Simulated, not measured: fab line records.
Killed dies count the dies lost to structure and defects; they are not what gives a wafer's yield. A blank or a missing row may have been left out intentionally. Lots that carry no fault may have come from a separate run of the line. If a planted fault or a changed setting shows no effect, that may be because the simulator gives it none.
fab line records    flow rit_cmos
[record] lots = 6  wafers = 18  last_day = 8
route steps=202 shown CONTACT@178 M1@184
lots untouched by any fault: they come from a run of this same line in which no faults occurred
start_h: the number of hours between the record's first day and the start of the first shown wafer of the lot    wait_h: hours from the lot's prior step to this one    " same as the row above    L1.1+2: several wafers, shown together as one row    - no value, or no start given    * or withheld: withheld    < > ~ a bound
route shown NAME@n: names a module that has steps shown in the file, with the first one's number in the route    usual: mean and standard deviation over wafers with no fault    same: alike in all rows    chamber/n: place in a boat    sites: each site's reading    _std_site: the values' standard deviation    _edge_site: the outer-site mean with the inner-site mean subtracted    radius_mm: how far each site lies from the wafer's centre    mask NAME#n: copy n    behind: the last tool/chamber to shape the wafer    hold: why the lot went on hold/how many hours it stayed there/how the hold came to an end    device: names the non-switching transistor (n, p or np)    end of line: tests of these same wafers at the route's end    for a step that has no rows: nothing shown but its recipe    killed: at the first sort, the dies lost to defects and structure; wafer yield is something else    map: a wafer's dies, marking killed ones x, the rest . and places with no die _
set.NAME: the setting the step ran with; set.NAME@STEP: the setting that earlier step ran with    model.NAME: the simulator's own value behind a step, which no gauge read
lots at some steps of the route; a table a step, a row a wafer
services: a tool's chamber out of use, with start hour (start_h, from the record's first day; less than 0 if before it), hours out, and reason
[[steps]]
[step RIT_CONTACT_HARDBAKE_10]
[recipe] resist = NOVOLAK  temp_c = 140  time_s = 60
[step RIT_CONTACT_ETCH_11]
[recipe] target_depth_a = 4800  over_etch_frac = 0.2  stop_on = TiSi2  chemistry = CHF3/CF4/Ar  target = SiO2  CHF3_flow_sccm = 50  cf4_flow_sccm = 10  Ar_flow_sccm = 100  O2_flow_sccm = 5  pressure_mtorr = 100  rf_w = 200  time_s = 320
[usual] CHF3_flow_sccm = 50.03/0.15  drypump_motor_current_A = 5.8/0.55  oes_product_au = 0.994/0.015  throttle_valve_pct = 8.89/0.14
lot.wafer  tool         chamber  start_h  wait_h  CHF3_flow_sccm  drypump_motor_current_A  oes_product_au  rf_hours_counter_h  throttle_valve_pct
L713.1     rie_diel-04  2        77.88    0.1     49.90           5.9                      0.997           4                   9.04
L713.2     "            1        "        "       50.03           6.7                      0.986           8                   8.78
L713.5     "            0        "        "       50.20           5.3                      0.976           -                   8.77
L715.1     rie_diel-02  1        89.71    0.1     49.68           5.7                      0.987           108                 8.84
L715.4     "            0        "        "       49.99           5.4                      0.993           -                   8.62
L715.5     "            2        "        "       50.08           6.4                      1.020           -                   9.05
L717.2     rie_diel-01  0        96.67    0.1     50.08           6.0                      0.981           150                 8.99
L717.4     "            2        "        "       50.37           5.8                      0.968           6                   9.01
L717.5     "            2        "        "       50.27           5.8                      0.985           -                   9.01
L720.2     rie_diel-01  1        112.04   0.1     49.94           5.8                      1.011           77                  8.91
L720.3     "            2        "        "       49.84           5.8                      0.973           6                   9.00
L720.4     "            0        "        "       50.11           6.0                      0.972           150                 8.96
L730.1     rie_diel-04  3        168.19   0.1     50.40           4.7                      0.999           2                   9.00
L730.4     "            1        "        "       50.03           6.7                      0.995           11                  8.78
L730.6     "            0        "        "       50.21           5.3                      0.975           -                   8.78
L731.1     rie_diel-02  2        178.99   0.1     50.03           6.4                      1.022           138                 9.05
L731.3     "            1        "        "       50.14           5.8                      0.992           109                 8.87
L731.4     "            3        "        "       49.97           6.0                      1.015           81                  8.62
[step RIT_CONTACT_STRIP_12]
[recipe] chemistry = O2  time_s = 180  resist = NOVOLAK  platen_temp_c = withheld  power_w = 500  pressure_mtorr = 4000  o2_flow_sccm = 4000
[usual] drypump_motor_current_A = 5.93/0.27
lot.wafer  tool             chamber  start_h  wait_h  drypump_motor_current_A  rf_hours_counter_h
L713.1     plasma_asher-02  0        78.07    0.1     5.45                     44
L713.2     "                1        "        "       6.17                     44
L713.5     "                0        "        "       5.40                     -
L715.1     plasma_asher-01  0        89.90    0.1     5.79                     47
L715.4     "                0        "        "       5.81                     -
L715.5     "                1        "        "       5.91                     -
L717.2     plasma_asher-02  1        96.86    0.1     6.13                     46
L717.4     "                0        "        "       5.40                     -
L717.5     "                0        "        "       5.41                     -
L720.2     plasma_asher-03  1        112.23   0.1     5.99                     47
L720.3     "                1        "        "       6.01                     -
L720.4     "                0        "        "       6.14                     -
L730.1     plasma_asher-02  1        168.39   0.1     6.12                     5
L730.4     "                1        "        "       6.15                     -
L730.6     "                0        "        "       5.39                     -
L731.1     plasma_asher-03  0        179.18   0.1     6.14                     54
L731.3     "                0        "        "       6.14                     -
L731.4     "                1        "        "       5.97                     -
[step RIT_CONTACT_CD_MEAS_90]
[recipe] target_cd_nm = 1000
[usual] cd_nm = 999.0/2.7
lot.wafer  tool       chamber  start_h  wait_h  cd_nm
L713.1     cd_sem-01  -        78.25    0.1     999.9
L713.2     "          -        "        "       1003.7
L713.5     "          -        "        "       998.8
L715.1     cd_sem-02  -        90.08    0.1     999.0
L715.4     "          -        "        "       999.1
L715.5     "          -        "        "       1000.4
L717.2     cd_sem-01  -        97.06    0.1     1000.2
L717.4     "          -        "        "       1000.5
L717.5     "          -        "        "       997.9
L720.2     cd_sem-01  -        112.43   0.1     996.7
L720.3     "          -        "        "       996.9
L720.4     "          -        "        "       994.8
L730.1     cd_sem-01  -        168.56   0.1     999.5
L730.4     "          -        "        "       998.0
L730.6     "          -        "        "       997.4
L731.1     cd_sem-01  -        179.36   0.1     1001.8
L731.3     "          -        "        "       1003.1
L731.4     "          -        "        "       1001.7
[step RIT_CONTACT_CLEAN_13]
[recipe] chemistry = SC1  mix = 3:3:50  time_s = 600  temp_c = 75
[step RIT_CONTACT_CLEAN_14]
[recipe] chemistry = SC2  mix = 3:3:50  time_s = 600  temp_c = 75  dry = n2_spin
[step RIT_M1_SPUTTER_00]
[recipe] material = Al  target_thk_nm = 400  power_w = 2000  chamber_pressure_pa = 0.4  gas = Ar  time_s = 500  substrate_temp_c = 25
[usual] cathode_dc_power_W = 2000.1/0.36  throttle_valve_pct = 29.7/1.1
lot.wafer  tool            chamber  start_h  wait_h  cathode_dc_power_W  throttle_valve_pct
L713.1     pvd_sputter-02  -        78.72    0.0     2000.2              28.0
L713.2     "               -        "        "       2000.3              29.1
L713.5     "               -        "        "       2000.4              27.7
L715.1     pvd_sputter-01  -        90.60    0.0     1999.8              29.3
L715.4     "               -        "        "       2000.2              30.5
L715.5     "               -        "        "       2000.0              31.7
L717.2     pvd_sputter-02  -        97.54    0.0     1999.6              27.8
L717.4     "               -        "        "       2000.2              28.1
L717.5     "               -        "        "       1999.9              28.8
L720.2     pvd_sputter-03  -        112.88   0.0     1999.9              29.1
L720.3     "               -        "        "       2000.3              30.9
L720.4     "               -        "        "       2000.9              31.5
L730.1     pvd_sputter-03  -        169.03   0.0     2000.4              31.7
L730.4     "               -        "        "       2000.6              30.8
L730.6     "               -        "        "       2000.1              30.9
L731.1     pvd_sputter-02  -        179.84   0.0     1999.9              27.8
L731.3     "               -        "        "       1999.4              29.2
L731.4     "               -        "        "       2000.2              27.8
[step RIT_M1_RS_MEAS_01]
[recipe] thk_meas_gauge = four-point-probe  reads = Al_of_M1_SPUTTER_00
[usual] M1_AL_RS = 0.0738/0.00072
lot.wafer  tool           chamber  start_h  wait_h  M1_AL_RS[ohm/sq]
L713.1     film_metro-01  -        79.01    0.1     0.0735
L713.2     "              -        "        "       0.0733
L713.5     "              -        "        "       0.0732
L715.1     film_metro-01  -        90.89    0.1     0.0741
L715.4     "              -        "        "       0.0752
L715.5     "              -        "        "       0.0744
L717.2     film_metro-01  -        97.86    0.2     0.0745
L717.4     "              -        "        "       0.0745
L717.5     "              -        "        "       0.0740
L720.2     film_metro-01  -        113.19   0.2     0.0728
L720.3     "              -        "        "       0.0730
L720.4     "              -        "        "       0.0727
L730.1     film_metro-03  -        169.33   0.1     0.0740
L730.4     "              -        "        "       0.0745
L730.6     "              -        "        "       0.0736
L731.1     film_metro-01  -        180.14   0.1     0.0732
L731.3     "              -        "        "       0.0724
L731.4     "              -        "        "       0.0732
[step RIT_M1_THK_MEAS_02]
[recipe] thk_meas_gauge = xrf  reads = Al_of_M1_SPUTTER_00
[usual] M1_AL_THK = 401/4.2
lot.wafer  tool           chamber  start_h  wait_h  M1_AL_THK[nm]
L713.1     film_metro-01  -        79.13    0.1     404
L713.2     "              -        "        "       403
L713.5     "              -        "        "       406
L715.1     film_metro-01  -        91.01    0.1     399
L715.4     "              -        "        "       394
L715.5     "              -        "        "       397
L717.2     film_metro-01  -        97.97    0.1     397
L717.4     "              -        "        "       395
L717.5     "              -        "        "       396
L720.2     film_metro-01  -        113.30   0.1     405
L720.3     "              -        "        "       405
L720.4     "              -        "        "       407
L730.1     film_metro-03  -        169.45   0.1     400
L730.4     "              -        "        "       399
L730.6     "              -        "        "       403
L731.1     film_metro-01  -        180.26   0.1     407
L731.3     "              -        "        "       407
L731.4     "              -        "        "       403
[step RIT_M1_HMDS_03]
[recipe] prime_time_s = 60  prime_temp_c = 140
[step RIT_M1_COAT_04]
[recipe] resist = NOVOLAK  spin_rpm = 2000  resist_thk_nm = 1300
[step RIT_M1_SOFTBAKE_05]
[recipe] resist = NOVOLAK  temp_c = 90  time_s = 60
[step RIT_M1_EXPOSE_06]
[recipe] mask_id = M12  na = 0.6  source_shape = conventional  sigma_outer = 0.5  target_cd_nm = 2600  dose_mj = 250
[usual] exposure_dose_mJ_cm2 = 249.93/0.24
[same] na = 0.6
lot.wafer  tool              chamber  start_h  wait_h  mask   exposure_dose_mJ_cm2
L713.1     iline_stepper-01  0        79.64    0.1     M12#0  249.59
L713.2     "                 0        "        "       M12#0  249.40
L713.5     "                 0        "        "       M12#0  249.51
L715.1     iline_stepper-01  0        91.76    0.4     M12#0  249.78
L715.4     "                 0        "        "       M12#0  249.66
L715.5     "                 0        "        "       M12#0  249.71
L717.2     iline_stepper-02  0        98.49    0.1     M12#0  249.78
L717.4     "                 0        "        "       M12#0  249.86
L717.5     "                 0        "        "       M12#0  249.85
L720.2     iline_stepper-02  0        113.95   0.2     M12#0  250.32
L720.3     "                 0        "        "       M12#0  250.16
L720.4     "                 0        "        "       M12#0  249.89
L730.1     iline_stepper-01  0        170.34   0.2     M12#0  252.40
L730.4     "                 0        "        "       M12#0  252.33
L730.6     "                 0        "        "       M12#0  252.15
L731.1     iline_stepper-01  0        180.77   0.1     M12#0  251.50
L731.3     "                 0        "        "       M12#0  251.27
L731.4     "                 0        "        "       M12#0  251.07
[step RIT_M1_PEB_07]
[recipe] resist = NOVOLAK  temp_c = withheld  time_s = withheld
[step RIT_M1_PROBE_99]
[usual] killed_at_contacts = 0.1/0.27  killed_at_front_end = 6.4/2.9  killed_dies = 6.5/3  killed_open = 3.3/1.9  killed_short = 3.2/1.7
[same] gross_dies = 264  killed_at_M0_to_M3 = 0  killed_at_M4_up = 0  killed_at_back_side = 0  killed_at_other = 0
lot.wafer  tool       chamber  start_h  wait_h  killed_at_contacts  killed_at_front_end  killed_dies  killed_open  killed_short
L713.1     prober-01  -        83.44    0.1     1                   4                    5            2            3
L713.2     prober-01  -        83.49    0.1     0                   10                   10           5            5
L713.5     prober-01  -        83.64    0.2     0                   5                    5            3            2
L717.2     prober-01  -        101.60   0.1     0                   7                    7            6            1
L717.4     prober-01  -        101.70   0.2     0                   6                    6            4            2
L717.5     prober-01  -        101.75   0.2     0                   2                    2            0            2
L720.2     prober-02  -        118.89   0.1     0                   6                    6            4            2
L720.3     prober-02  -        118.94   0.2     0                   9                    9            4            5
L720.4     prober-02  -        118.99   0.2     0                   7                    7            3            4
L731.1     prober-01  -        183.86   0.1     0                   10                   10           2            8
L731.3     prober-01  -        183.96   0.2     0                   5                    5            3            2
L731.4     prober-01  -        184.01   0.2     0                   6                    6            2            4
// killed by level:class
L713.1 GATE:geometric_particle:short=2 GATE:geometric_particle:open=1 SILICIDE:geometric_particle:open=1 CONTACT:geometric_particle:short=1
L713.2 REOX:geometric_particle:short=2 SPACER:geometric_particle:open=2 FOX1:geometric_particle:short=1 FOX1:geometric_particle:open=1 GATE:geometric_particle:short=1 GATE:geometric_particle:open=1 REOX:geometric_particle:open=1 SPACER:geometric_particle:short=1
L713.5 FOX2:geometric_particle:open=1 FOX2:geometric_particle:short=1 GATE:geometric_particle:open=1 GATE:geometric_particle:short=1 REOX:geometric_particle:open=1
L717.2 GATE:geometric_particle:open=2 SPACER:geometric_particle:open=2 FOX1:geometric_particle:open=1 FOX1:geometric_particle:short=1 REOX:geometric_particle:open=1
L717.4 GATE:geometric_particle:short=2 SILICIDE:geometric_particle:open=2 GATE:geometric_particle:open=1 SPACER:geometric_particle:open=1
L717.5 FOX1:geometric_particle:short=1 SILICIDE:geometric_particle:short=1
L720.2 FOX2:geometric_particle:open=2 SPACER:geometric_particle:open=2 SPACER:geometric_particle:short=2
L720.3 GATE:geometric_particle:open=2 SPACER:geometric_particle:short=2 FOX1:geometric_particle:open=1 FOX2:geometric_particle:short=1 GATE:geometric_particle:short=1 SPACER:geometric_particle:open=1 SILICIDE:geometric_particle:short=1
L720.4 FOX1:geometric_particle:short=2 GATE:geometric_particle:open=2 REOX:geometric_particle:short=2 SPACER:geometric_particle:open=1
L731.1 GATE:geometric_particle:short=4 SPACER:geometric_particle:short=2 FOX1:geometric_particle:short=1 FOX2:geometric_particle:open=1 FOX2:geometric_particle:short=1 SILICIDE:geometric_particle:open=1
L731.3 FOX1:geometric_particle:open=2 FOX2:geometric_particle:short=1 GATE:geometric_particle:open=1 SPACER:geometric_particle:short=1
L731.4 GATE:geometric_particle:short=2 FOX1:geometric_particle:open=1 FOX2:geometric_particle:short=1 REOX:geometric_particle:short=1 SILICIDE:geometric_particle:open=1
[[services]]
tool              chamber  start_h  hours  kind
rie_diel-04       3        58.87    -      clean
rie_diel-04       3        58.87    18.7   scheduled_down
rie_diel-04       3        58.87    18.7   vent_cycle
pvd_sputter-01    -        67.50    0.5    repair
rie_diel-02       3        89.32    9.2    repair
iline_stepper-01  0        90.26    -      calibration
rie_diel-04       3        92.29    5.8    repair
iline_stepper-01  -        97.70    1.7    pm
rie_diel-01       2        102.00   9.5    repair
pvd_sputter-01    -        102.39   2.7    repair
rie_diel-04       2        105.54   3.2    repair
plasma_asher-02   -        108.75   9.0    pm
plasma_asher-02   0        108.75   9.0    vent_cycle
plasma_asher-02   1        108.75   9.0    vent_cycle
plasma_asher-02   0        117.75   -      clean
plasma_asher-02   1        117.75   -      clean
rie_diel-02       1        139.27   7.1    repair
rie_diel-01       0        143.46   -      clean
rie_diel-01       0        143.46   19.5   scheduled_down
rie_diel-01       0        143.46   19.5   vent_cycle
plasma_asher-01   -        144.01   10.0   pm
iline_stepper-01  -        163.26   4.3    pm
[[key]]
[first_sign] step = RIT_M1_EXPOSE_06  reading = exposure_dose_mJ_cm2  direction = up  sigmas = 7.8  usual = 249.93  struck = 251.79
effect none on later readings
met_at RIT_M1_EXPOSE_06
struck_wafers L730.1,L730.4,L730.6,L731.1,L731.3,L731.4
tester_left_out L731
[loop_trim] step = RIT_M1_EXPOSE_06  setting = dose  lots = L730,L731
onset_between 91.76 170.34
[earlier_fault] kind = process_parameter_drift  tool = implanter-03  chamber = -  onset_h = 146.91  steps = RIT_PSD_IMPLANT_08  channel = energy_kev  offset = 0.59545  shape = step  end_h = 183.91  acts_in = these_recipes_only  stated = 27
[fault] kind = process_parameter_drift  tool = iline_stepper-01  chamber = -  onset_h = 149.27  steps = RIT_M1_EXPOSE_06  channel = dose_mj  offset = 3.7739  shape = step  acts_in = these_recipes_only  stated = 250
// tester_left_out: of these lots the tester's yield and bins aren't shown, on N5 and GAA mostly nor the transistor test; their killed dies are dies lost to structure and defects alone, not to doping, threshold or leakage, so they don't give the yield
// loop_trim: a control loop set the setting to another value than it would have without faults
